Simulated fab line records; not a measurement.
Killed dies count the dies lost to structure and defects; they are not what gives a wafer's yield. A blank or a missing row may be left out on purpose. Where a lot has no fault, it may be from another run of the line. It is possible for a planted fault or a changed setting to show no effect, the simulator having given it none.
What tool caused it? :: flow berkeleyCmos170 :: Sampling: 15 lots, 45 wafers, 4 of 331 route steps

WHAT EACH GAUGE READ, for each wafer
UCB170_START_BOW_MEAS_00.
lot: L251
measured: day 1 20:00
on: filmMetro-01
INCOMING_BOW (um): 5 -3 7

lot: L252
measured: day 2 01:00
on: filmMetro-03
INCOMING_BOW (um): -3 -3 -2

lot: L253
measured: day 2 06:02
on: filmMetro-02
INCOMING_BOW (um): 11 -3 -4

lot: L254
measured: day 2 11:00
on: filmMetro-03
INCOMING_BOW (um): -9 -4 -15

lot: L255
measured: day 2 16:00
on: filmMetro-01
INCOMING_BOW (um): -11 -2 17

lot: L258
measured: day 3 07:04
on: filmMetro-02
INCOMING_BOW (um): 2 -4 -7

lot: L261
measured: day 3 22:00
on: filmMetro-02
INCOMING_BOW (um): 3 0 -1

lot: L263
measured: day 4 08:01
on: filmMetro-03
INCOMING_BOW (um): -12 1 -2

lot: L264
measured: day 4 13:00
on: filmMetro-02
INCOMING_BOW (um): -10 1 -7

lot: L265
measured: day 4 18:00
on: filmMetro-02
INCOMING_BOW (um): 4 6 -10

lot: L268
measured: day 5 09:00
on: filmMetro-02
INCOMING_BOW (um): -15 -4 -9

lot: L269
measured: day 5 14:00
on: filmMetro-02
INCOMING_BOW (um): -7 9 2

lot: L270
measured: day 5 19:01
on: filmMetro-02
INCOMING_BOW (um): 1 -1 3

lot: L271
measured: day 6 00:04
on: filmMetro-01
INCOMING_BOW (um): 7 -1 8

lot: L272
measured: day 6 05:00
on: filmMetro-01
INCOMING_BOW (um): -2 5 -13

UCB170_FIELD_THK_MEAS_02.
lot: L251
measured: day 6 06:04
on: filmMetro-04
FIELD_OXIDE_THK (nm): 553 552 554

lot: L252
measured: day 6 06:04
on: filmMetro-02
FIELD_OXIDE_THK (nm): 530 535 532

lot: L253
measured: day 6 06:09
on: filmMetro-02
FIELD_OXIDE_THK (nm): 565 573 563

lot: L254
measured: day 6 06:08
on: filmMetro-04
FIELD_OXIDE_THK (nm): 555 550 547

lot: L255
measured: day 6 06:04
on: filmMetro-01
FIELD_OXIDE_THK (nm): 549 531 545

lot: L258
measured: day 6 20:04
on: filmMetro-01
FIELD_OXIDE_THK (nm): 537 546 551

lot: L261
measured: day 7 17:11
on: filmMetro-01
FIELD_OXIDE_THK (nm): 536 544 537

lot: L268
measured: day 9 12:38
on: filmMetro-02
FIELD_OXIDE_THK (nm): 580 574 582

lot: L269
measured: day 9 12:38
on: filmMetro-01
FIELD_OXIDE_THK (nm): 564 567 562

lot: L270
measured: day 9 10:52
on: filmMetro-02
FIELD_OXIDE_THK (nm): 550 535 550

lot: L271
measured: day 9 20:08
on: filmMetro-01
FIELD_OXIDE_THK (nm): 540 537 545

lot: L272
measured: day 9 20:10
on: filmMetro-02
FIELD_OXIDE_THK (nm): 534 544 556

UCB170_NLDD_CD_MEAS_06: the cd target is 1200 nm.
lot: L251
measured: day 8 08:27
on: cdSem-02
cdNm (nm): 1200.8 1201.7 1200.4

lot: L252
measured: day 8 08:56
on: cdSem-02
cdNm (nm): 1202.1 1200.7 1201.3

lot: L253
measured: day 8 07:44
on: cdSem-02
cdNm (nm): 1202.2 1201.2 1201.1

lot: L254
measured: day 8 08:41
on: cdSem-02
cdNm (nm): 1198.7 1198.9 1199.7

lot: L255
measured: day 8 09:04
on: cdSem-02
cdNm (nm): 1200.5 1200.7 1201.5

lot: L258
measured: day 9 02:51
on: cdSem-02
cdNm (nm): 1197.9 1197.6 1196.7

lot: L261
measured: day 9 17:38
on: cdSem-02
cdNm (nm): 1199.0 1200.6 1198.9

lot: L268
measured: day 11 13:44
on: cdSem-01
cdNm (nm): 1198.3 1197.8 1198.8

lot: L269
measured: day 11 14:20
on: cdSem-01
cdNm (nm): 1202.3 1202.1 1201.7

lot: L270
measured: day 11 14:01
on: cdSem-02
cdNm (nm): 1198.4 1198.5 1198.6

lot: L271
measured: day 11 22:26
on: cdSem-02
cdNm (nm): 1200.4 1197.8 1198.4

lot: L272
measured: day 11 22:37
on: cdSem-02
cdNm (nm): 1197.8 1197.1 1196.7

WHAT TOOL EACH LOT RAN ON (gives the tool, then ch and the chambers of the sampled wafers, and finally the start)
lot: L251
UCB170_PWELL_ANNEAL_04: furnace-04 ch 0, day 4 02:14

lot: L252
UCB170_PWELL_ANNEAL_04: furnace-04 ch 0, day 4 02:14

lot: L253
UCB170_PWELL_ANNEAL_04: furnace-04 ch 0, day 4 08:56

lot: L254
UCB170_PWELL_ANNEAL_04: furnace-04 ch 0, day 4 08:56

lot: L255
UCB170_PWELL_ANNEAL_04: furnace-04 ch 0, day 4 08:56

lot: L258
UCB170_PWELL_ANNEAL_04: furnace-02 ch 0, day 4 17:58

lot: L261
UCB170_PWELL_ANNEAL_04: furnace-04 ch 0, day 5 19:36

lot: L263
UCB170_PWELL_ANNEAL_04: furnace-02, day 6 07:38

lot: L264
UCB170_PWELL_ANNEAL_04: furnace-02, day 6 07:38

lot: L265
UCB170_PWELL_ANNEAL_04: furnace-02, day 6 12:43

lot: L268
UCB170_PWELL_ANNEAL_04: furnace-02 ch 0, day 7 07:38

lot: L269
UCB170_PWELL_ANNEAL_04: furnace-02 ch 0, day 7 07:38

lot: L270
UCB170_PWELL_ANNEAL_04: furnace-02 ch 0, day 7 07:38

lot: L271
UCB170_PWELL_ANNEAL_04: furnace-02 ch 0, day 7 17:20

lot: L272
UCB170_PWELL_ANNEAL_04: furnace-02 ch 0, day 7 17:20
- UCB170_PWELL_ANNEAL_04: time 900 s.

AS READ BY THE TOOLS THEMSELVES (means over the sampled wafers that have a number; for cases with no such wafer, the mark the record gives instead)
UCB170_PWELL_ANNEAL_04.
lot: L251
tool: furnace-04
spikeTcCentreC (C): 1002.7
spikeTcLoadC (C): 1025.4
spikeTcSourceC (C): 1022.3

lot: L252
tool: furnace-04
spikeTcCentreC (C): 1003.6
spikeTcLoadC (C): 1025.7
spikeTcSourceC (C): 1023.7

lot: L253
tool: furnace-04
spikeTcCentreC (C): 1003.7
spikeTcLoadC (C): 1026.3
spikeTcSourceC (C): 1023.1

lot: L254
tool: furnace-04
spikeTcCentreC (C): 1004.1
spikeTcLoadC (C): 1025.9
spikeTcSourceC (C): 1022.4

lot: L255
tool: furnace-04
spikeTcCentreC (C): 1003.6
spikeTcLoadC (C): 1026.6
spikeTcSourceC (C): 1022.6

lot: L258
tool: furnace-02
spikeTcCentreC (C): 1002.6
spikeTcLoadC (C): 1025.8
spikeTcSourceC (C): 1021.0

lot: L261
tool: furnace-04
spikeTcCentreC (C): 1003.3
spikeTcLoadC (C): 1025.9
spikeTcSourceC (C): 1023.2

lot: L263
tool: furnace-02
spikeTcCentreC (C): -
spikeTcLoadC (C): -
spikeTcSourceC (C): -

lot: L264
tool: furnace-02
spikeTcCentreC (C): -
spikeTcLoadC (C): -
spikeTcSourceC (C): -

lot: L265
tool: furnace-02
spikeTcCentreC (C): -
spikeTcLoadC (C): -
spikeTcSourceC (C): -

lot: L268
tool: furnace-02
spikeTcCentreC (C): 1003.7
spikeTcLoadC (C): 1025.8
spikeTcSourceC (C): 1021.5

lot: L269
tool: furnace-02
spikeTcCentreC (C): 1003.8
spikeTcLoadC (C): 1026.4
spikeTcSourceC (C): 1020.6

lot: L270
tool: furnace-02
spikeTcCentreC (C): 1002.8
spikeTcLoadC (C): 1025.7
spikeTcSourceC (C): 1020.7

lot: L271
tool: furnace-02
spikeTcCentreC (C): 1001.9
spikeTcLoadC (C): 1025.3
spikeTcSourceC (C): 1021.2

lot: L272
tool: furnace-02
spikeTcCentreC (C): 1002.8
spikeTcLoadC (C): 1025.4
spikeTcSourceC (C): 1020.3

THE ANSWER, worked out from the rows above alone
Rule: the usual values come from the lots themselves. The widest of any qualifying gaps counts: lots, ordered by their means at a reading, are off when they make up no more than a third of the lots, leave a main group of 4 or more, and stand apart from it by 3 or more times the standard deviation of that group's means. A main group is skipped when, at the precision printed for the reading in the tables above, its means are all equal. Also off: a lot with no number at a reading for which 4 or more lots have one. Where the step has rows for the other lots, those lots are counted as sound. After the gauges, taken in route order, come the tools' own readings; for these a lot's mean is taken, as printed above. The first step at which some lot is off is used, and at that step the reading that is off furthest; a lot without a number counts as furthest.
Off: L263, L264, L265 (UCB170_PWELL_ANNEAL_04, spikeTcCentreC). Without a number there: L263, L264, L265. Main group: mean 1003.2 C, sd 0.62.
If a tool, at that step or one of the process steps before it, ran each lot that is off and ran no sound lot following the first of them, it fits. Not one of the candidates tried fits.

WHAT THE SIMULATOR PUT IN
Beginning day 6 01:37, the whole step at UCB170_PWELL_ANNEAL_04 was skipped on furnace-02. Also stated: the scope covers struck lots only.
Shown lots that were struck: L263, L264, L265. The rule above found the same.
